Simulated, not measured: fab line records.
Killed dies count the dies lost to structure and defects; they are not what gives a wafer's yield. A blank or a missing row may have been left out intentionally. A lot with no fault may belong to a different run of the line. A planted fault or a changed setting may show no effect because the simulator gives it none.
2 desks looking at one fault -- flow berkeleyCmos170 -- each desk has only its own numbers; what lay behind them comes last

## THE TOOL OWNER'S DESK: plasmaAsher-03
The tool's own readings at UCB170_M2_STRIP_19 (strips in O2): means of the sampled wafers that have a number, for each lot that ran on this tool. Marked OUT: a lot whose mean sits more than 4 standard deviations from the usual mean, which makes it out of limits; the brackets give that distance.
Columns: A = drypumpMotorCurrentA at UCB170_M2_STRIP_19, usual 5.4 A; B = oesProductAu at UCB170_M2_STRIP_19, usual 0.541 a.u.
lot,first seen here,A,B
L952,day 8 12:13,4.9,0.556
L953,day 8 21:19,4.9,0.544
L954,day 9 06:40,4.9,0.514
L955,day 9 08:57,4.9,0.541
L972,day 12 15:46,4.9,0.509
This desk's finding: nothing out of limits on any of the 5 lots.

## THE METROLOGY DESK
Means of the sampled wafers that have a number, per lot and without regard to the tool the lot ran on: this is what the gauges read. Marked OUT: a lot whose mean sits more than 4 standard deviations from the usual mean, which makes it out of limits; the brackets give that distance.
Columns: A = PVT_TW at UCB170_PVT_TW_MEAS_09, usual 507
lot,first seen here,A
L952,day 6 09:52,503
L950,day 6 10:25,504
L953,day 6 23:26,503
L954,day 7 07:57,505
L955,day 7 08:14,507
L959,day 7 20:58,505
L964,day 8 22:10,511
L966,day 8 22:40,510
L971,day 10 04:05,508
L968,day 10 04:10,512
L967,day 10 04:18,506
L970,day 10 04:22,510
L972,day 10 14:53,511
This desk's finding: nothing out of limits on any of the 13 lots.

## TAKEN TOGETHER
The desk of the tool owner found nothing out of limits.
Nothing out of limits was seen by the metrology desk.

## WHAT THE SIMULATOR HAD INSERTED
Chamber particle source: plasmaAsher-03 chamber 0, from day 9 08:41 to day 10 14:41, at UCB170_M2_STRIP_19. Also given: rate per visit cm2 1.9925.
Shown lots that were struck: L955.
